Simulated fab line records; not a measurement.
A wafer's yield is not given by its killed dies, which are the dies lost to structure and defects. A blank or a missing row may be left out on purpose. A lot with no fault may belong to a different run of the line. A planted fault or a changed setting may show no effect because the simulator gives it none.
fab line records	flow ritCmos
record lots=7	wafers=21	lastDay=7
route steps=202 shown CONTACT@168
lots with no fault: from the same line, run without faults
startH: start of the lot's first displayed wafer, in hours after the record's first day	waitH: hours since the lot's step before	" as in the row above	L1.1+2: one row covering several wafers at once	- no value present, or no start provided	* or withheld: withheld	< > ~ a bound
route shown NAME@n: NAME is a module with steps in the file, n the number in the route of the first one	usual: mean and standard deviation over wafers with no fault	same: alike in all rows	chamber/n: place in a boat	sites: each site's reading	_std_site: standard deviation of those values	_edge_site: inner sites' mean taken away from outer sites' mean	radiusMm: how far each site lies from the wafer's centre	mask NAME#n: copy n	behind: the last tool/chamber to shape the wafer	hold: why the lot was held/for how many hours/how that ended	device: which transistor (n, p or np) failed to switch	end of line: tests of these same wafers at the route's end	a step with no rows: only its recipe	killed: dies lost to structure and defects at the first sort, not the wafer's yield	map: dies across one wafer; x = killed, . = not, _ = none there
set.NAME: the setting that was run; set.NAME@STEP: the one run at that earlier step	model.NAME: the simulator's own value behind a step, which no gauge read
lots at some steps of the route; a table a step, a row a wafer
services: the hour from which a tool's chamber was out of use, counted from the record's first day as startH (under 0 if before that day), plus the number of hours and why
## steps
# step RIT_CONTACT_CVD_00
# recipe material=SiO2	targetThkNm=400	precursor=TEOS	tempC=390	timeS=61	rfW=400
# usual heaterPowerW=342/69
lot.wafer	tool	chamber	startH	waitH	heaterPowerW
L175.1	pecvd-03	1	69.87	0.1	229
L175.3	"	0	"	"	399
L175.4	"	1	"	"	242
L178.1	pecvd-03	2	84.12	0.1	433
L178.4	"	1	"	"	227
L178.6	"	2	"	"	446
L184.2	pecvd-02	0	118.41	0.1	352
L184.5	"	0	"	"	405
L184.6	"	0	"	"	433
L192.3	pecvd-03	2	152.66	0.0	458
L192.4	"	0	"	"	390
L192.5	"	1	"	"	281
L193.2	pecvd-02	0	156.05	0.0	444
L193.4	"	0	"	"	445
L193.6	"	1	"	"	287
L194.2	pecvd-04	0	161.16	0.0	279
L194.3	"	2	"	"	344
L194.6	"	1	"	"	353
L195.3	pecvd-03	1	165.47	0.0	290
L195.4	"	0	"	"	356
L195.5	"	1	"	"	212
# step RIT_CONTACT_THK_MEAS_01
# recipe reads=SiO2_of_CONTACT_CVD_00
# usual CONTACT_TEOS_THK=402/4.9
lot.wafer	tool	chamber	startH	waitH	CONTACT_TEOS_THK[nm]
L175.1	filmMetro-04	-	69.92	0.0	397
L175.3	"	-	"	"	401
L175.4	"	-	"	"	410
L178.1	filmMetro-04	-	84.17	0.0	398
L178.4	"	-	"	"	399
L178.6	"	-	"	"	402
L184.2	filmMetro-01	-	118.60	0.2	406
L184.5	"	-	"	"	406
L184.6	"	-	"	"	402
L192.3	filmMetro-01	-	152.73	0.0	393
L192.4	"	-	"	"	399
L192.5	"	-	"	"	398
L193.2	filmMetro-04	-	156.14	0.1	400
L193.4	"	-	"	"	405
L193.6	"	-	"	"	401
L194.2	filmMetro-04	-	161.22	0.0	402
L194.3	"	-	"	"	405
L194.6	"	-	"	"	415
L195.3	filmMetro-02	-	165.54	0.0	402
L195.4	"	-	"	"	412
L195.5	"	-	"	"	410
# step RIT_CONTACT_HMDS_02
# recipe primeTimeS=60	primeTempC=140
# step RIT_CONTACT_COAT_03
# recipe resist=NOVOLAK	spinRpm=3250	resistThkNm=1000
# step RIT_CONTACT_SOFTBAKE_04
# recipe resist=NOVOLAK	tempC=90	timeS=62.23
# usual plateSensorTCentreC=90.968/0.011	plateSensorTEdgeC=91.021/0.0096
lot.wafer	tool	chamber	startH	waitH	plateSensorTCentreC	plateSensorTEdgeC
L175.1	lithoTrack-04	0	70.28	0.1	90.964	91.016
L175.3	"	0	"	"	90.956	91.012
L175.4	"	0	"	"	90.965	91.021
L178.1	lithoTrack-01	0	84.53	0.1	90.963	91.028
L178.4	"	0	"	"	90.975	91.001
L178.6	"	0	"	"	90.954	91.004
L184.2	lithoTrack-01	0	118.97	0.1	90.951	91.012
L184.5	"	0	"	"	90.965	91.045
L184.6	"	0	"	"	90.979	91.008
L192.3	lithoTrack-04	0	153.12	0.1	90.966	91.044
L192.4	"	0	"	"	90.973	91.011
L192.5	"	0	"	"	90.982	91.018
L193.2	lithoTrack-04	0	156.52	0.1	90.952	91.013
L193.4	"	0	"	"	90.981	91.018
L193.6	"	0	"	"	90.982	91.023
L194.2	lithoTrack-02	0	161.60	0.1	90.976	91.030
L194.3	"	0	"	"	90.974	91.012
L194.6	"	0	"	"	90.962	91.029
L195.3	lithoTrack-01	0	165.93	0.1	90.962	91.020
L195.4	"	0	"	"	90.964	91.015
L195.5	"	0	"	"	90.980	91.018
# step RIT_CONTACT_EXPOSE_05
# recipe maskId=M11	na=0.6	sourceShape=conventional	sigmaOuter=0.5	targetCdNm=1000	doseMj=250
# step RIT_CONTACT_PEB_06
# recipe resist=NOVOLAK	tempC=withheld	timeS=withheld
# step RIT_CONTACT_DEVELOP_07
# recipe resist=NOVOLAK	developTimeS=120	devTempC=23
# step RIT_CONTACT_CD_MEAS_08
# recipe targetCdNm=1000
# usual cdNm=1000.6/2.6
lot.wafer	tool	chamber	startH	waitH	cdNm
L175.1	cdSem-01	-	71.07	-	997.5
L175.3	"	-	"	"	1000.9
L175.4	"	-	"	"	998.8
L178.1	cdSem-02	-	85.32	-	1000.8
L178.4	"	-	"	"	1001.1
L178.6	"	-	"	"	1001.2
L184.2	cdSem-02	-	119.97	-	1000.5
L184.5	"	-	"	"	1000.4
L184.6	"	-	"	"	1001.4
L192.3	cdSem-01	-	153.77	-	1001.5
L192.4	"	-	"	"	1000.3
L192.5	"	-	"	"	1001.7
L193.2	cdSem-02	-	157.30	-	999.4
L193.4	"	-	"	"	999.2
L193.6	"	-	"	"	1000.4
L194.2	cdSem-01	-	162.26	-	999.5
L194.3	"	-	"	"	1002.2
L194.6	"	-	"	"	998.4
L195.3	cdSem-01	-	166.63	-	998.4
L195.4	"	-	"	"	999.9
L195.5	"	-	"	"	1000.2
# step RIT_CONTACT_OVL_MEAS_09
# usual CONTACT_OVL=0.8/1.3
lot.wafer	tool	chamber	startH	waitH	CONTACT_OVL[nm]
L175.1	overlay-02	-	71.19	0.1	0.8
L175.3	"	-	"	"	0.3
L175.4	"	-	"	"	-0.7
L178.1	overlay-01	-	85.44	0.1	0.8
L178.4	"	-	"	"	0.2
L178.6	"	-	"	"	-2.5
L184.2	overlay-01	-	120.07	0.1	2.3
L184.5	"	-	"	"	0.6
L184.6	"	-	"	"	1.2
L192.3	overlay-02	-	153.87	0.1	2.2
L192.4	"	-	"	"	0.1
L192.5	"	-	"	"	-0.4
L193.2	overlay-02	-	157.41	0.1	1.6
L193.4	"	-	"	"	0.8
L193.6	"	-	"	"	1.1
L194.2	overlay-02	-	162.36	0.1	1.5
L194.3	"	-	"	"	3.2
L194.6	"	-	"	"	0.9
L195.3	overlay-02	-	166.72	0.1	1.5
L195.4	"	-	"	"	1.3
L195.5	"	-	"	"	1.6
# step RIT_CONTACT_HARDBAKE_10
# recipe resist=NOVOLAK	tempC=140	timeS=60
# step RIT_CONTACT_ETCH_11
# recipe targetDepthA=4800	overEtchFrac=0.2	stopOn=TiSi2	chemistry=CHF3/CF4/Ar	target=SiO2	CHF3_flow_sccm=50	cf4FlowSccm=10	Ar_flow_sccm=100	O2_flow_sccm=5	pressureMtorr=100	rfW=200	timeS=320
# usual drypumpMotorCurrentA=5.9/0.55	oesProductAu=0.998/0.015	throttleValvePct=8.84/0.14
lot.wafer	tool	chamber	startH	waitH	drypumpMotorCurrentA	oesProductAu	rfHoursCounterH	throttleValvePct
L175.1	rieDiel-03	1	71.37	0.1	6.5	1.016	6	8.65
L175.3	"	3	"	"	6.0	0.987	144	9.02
L175.4	"	2	"	"	4.9	0.986	81	8.62
L178.1	rieDiel-01	1	85.63	0.1	6.5	0.985	132	8.92
L178.4	"	3	"	"	6.5	0.989	7	8.89
L178.6	"	2	"	"	5.5	1.029	-	8.70
L184.2	rieDiel-03	1	120.26	0.1	6.5	1.015	7	8.66
L184.5	"	3	"	"	6.0	0.995	-	9.02
L184.6	"	2	"	"	4.9	0.986	-	8.62
L192.3	rieDiel-01	0	154.04	0.1	5.8	1.017	128	8.93
L192.4	"	2	"	"	5.5	1.026	79	8.69
L192.5	"	0	"	"	5.9	1.015	-	8.93
L193.2	rieDiel-03	0	157.59	0.1	5.8	0.982	9	8.80
L193.4	"	3	"	"	6.0	0.983	145	9.01
L193.6	"	3	"	"	6.1	0.992	-	9.02
L194.2	rieDiel-02	0	162.54	0.1	4.8	0.995	37	9.02
L194.3	"	2	"	"	5.6	0.967	1	8.82
L194.6	"	0	"	"	4.8	0.985	-	9.03
L195.3	rieDiel-03	1	166.89	0.1	6.5	1.015	8	8.66
L195.4	"	3	"	"	6.0	0.999	146	9.02
L195.5	"	0	"	"	5.8	0.977	-	8.81
# step RIT_CONTACT_STRIP_12
# recipe chemistry=O2	timeS=180	resist=NOVOLAK	platenTempC=withheld	powerW=500	pressureMtorr=4000	o2FlowSccm=4000
# usual chamberPressureMTorr=4000/3.7	drypumpMotorCurrentA=5.5/0.33
lot.wafer	tool	chamber	startH	waitH	chamberPressureMTorr	drypumpMotorCurrentA	rfHoursCounterH	model.NOVOLAK_of_CONTACT_COAT_03.thkNm
L175.1	plasmaAsher-03	0	71.57	0.1	4002	5.7	32	0
L175.3	"	0	"	"	4005	5.7	-	0
L175.4	"	1	"	"	4003	5.6	-	0
L178.1	plasmaAsher-04	1	85.82	0.1	4003	5.4	26	0
L178.4	"	1	"	"	3993	5.4	-	0
L178.6	"	0	"	"	4001	5.7	-	0
L184.2	plasmaAsher-01	1	120.45	0.1	4001	4.9	52	0
L184.5	"	0	"	"	4006	5.9	-	0
L184.6	"	1	"	"	4000	4.9	-	0
L192.3	plasmaAsher-04	1	154.29	0.2	-	-	-	772.1
L192.4	"	0	"	"	-	-	-	768
L192.5	"	0	"	"	-	-	-	769.8
L193.2	plasmaAsher-01	0	157.78	0.1	-	-	-	767.8
L193.4	"	0	"	"	-	-	-	772.9
L193.6	"	0	"	"	-	-	-	774
L194.2	plasmaAsher-03	1	162.74	0.1	-	-	-	762.8
L194.3	"	1	"	"	-	-	-	761.5
L194.6	"	1	"	"	-	-	-	763.6
L195.3	plasmaAsher-03	1	167.15	0.2	4002	5.6	-	0
L195.4	"	0	"	"	4008	5.7	-	0
L195.5	"	1	"	"	3999	5.6	-	0
# step RIT_CONTACT_CD_MEAS_90
# recipe targetCdNm=1000
# usual cdNm=1000.5/2.6
lot.wafer	tool	chamber	startH	waitH	cdNm
L175.1	cdSem-01	-	71.74	0.1	997.6
L175.3	"	-	"	"	1000.5
L175.4	"	-	"	"	998.7
L178.1	cdSem-01	-	86.00	0.1	1000.7
L178.4	"	-	"	"	1001.2
L178.6	"	-	"	"	1001.2
L184.2	cdSem-02	-	120.65	0.1	1000.6
L184.5	"	-	"	"	1000.2
L184.6	"	-	"	"	1001.0
L192.3	cdSem-02	-	154.45	0.1	1001.6
L192.4	"	-	"	"	1000.0
L192.5	"	-	"	"	1001.9
L193.2	cdSem-02	-	157.98	0.1	999.5
L193.4	"	-	"	"	999.0
L193.6	"	-	"	"	999.9
L194.2	cdSem-02	-	162.93	0.1	999.5
L194.3	"	-	"	"	1002.1
L194.6	"	-	"	"	999.2
L195.3	cdSem-02	-	167.30	0.1	998.6
L195.4	"	-	"	"	999.3
L195.5	"	-	"	"	1000.4
## services
tool	chamber	startH	hours	kind
plasmaAsher-04	-	53.58	5.2	repair
plasmaAsher-03	-	56.99	10.5	repair
rieDiel-01	0	61.01	7.9	repair
plasmaAsher-04	-	67.21	15.6	pm
pecvd-03	-	70.33	0.7	repair
pecvd-02	0	93.13	14.3	repair
plasmaAsher-04	-	96.40	2.3	repair
rieDiel-02	2	98.12	-	clean
rieDiel-02	2	98.12	21.1	scheduledDown
rieDiel-02	2	98.12	21.1	ventCycle
pecvd-03	-	99.95	0.9	repair
pecvd-03	-	102.10	5.5	pm
pecvd-02	2	107.01	51.0	repair
pecvd-02	0	110.55	5.4	repair
pecvd-02	1	115.57	10.9	repair
pecvd-03	1	124.79	4.8	repair
plasmaAsher-01	-	129.00	5.6	repair
pecvd-04	0	130.52	14.1	repair
rieDiel-02	1	132.58	2.4	repair
rieDiel-01	3	135.35	6.4	repair
plasmaAsher-01	-	154.90	2.6	repair
rieDiel-01	-	156.11	0.2	repair
## key
firstSign step=RIT_CONTACT_STRIP_12	reading=toolRecord	direction=missing
effect none on later readings
modelEffect step=RIT_CONTACT_STRIP_12	value=NOVOLAK_of_CONTACT_COAT_03.thkNm	without=0	struck=768
metAt RIT_CONTACT_STRIP_12
struckWafers L192.3,L192.4,L192.5,L193.2,L193.4,L193.6,L194.2,L194.3,L194.6
laterRowsLeftOut L192.3,L192.4,L192.5,L193.2,L193.4,L193.6,L194.2,L194.3,L194.6
sortLeftOut L192.3,L192.4,L192.5,L193.2,L193.4,L193.6,L194.2,L194.3,L194.6
testerLeftOut L192,L193,L194
onsetBetween 120.45 154.29
fault kind=skippedStepWhole	tool=plasmaAsher-01,plasmaAsher-03,plasmaAsher-04	chamber=-	onsetH=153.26	steps=RIT_CONTACT_STRIP_12	scope=struckLotsOnly
# testerLeftOut: of these lots the tester's yield and bins aren't shown, on N5 and GAA mostly nor the transistor test; their killed dies are dies lost to structure and defects alone, not to doping, threshold or leakage, so they don't give the yield
# sortLeftOut: the simulated sort isn't trusted on such a fault, so these wafers' sort isn't shown, and their yield isn't known
# laterRowsLeftOut: the simulator's readings of these wafers behind a module that went badly wrong aren't trusted and aren't shown, but for the sort
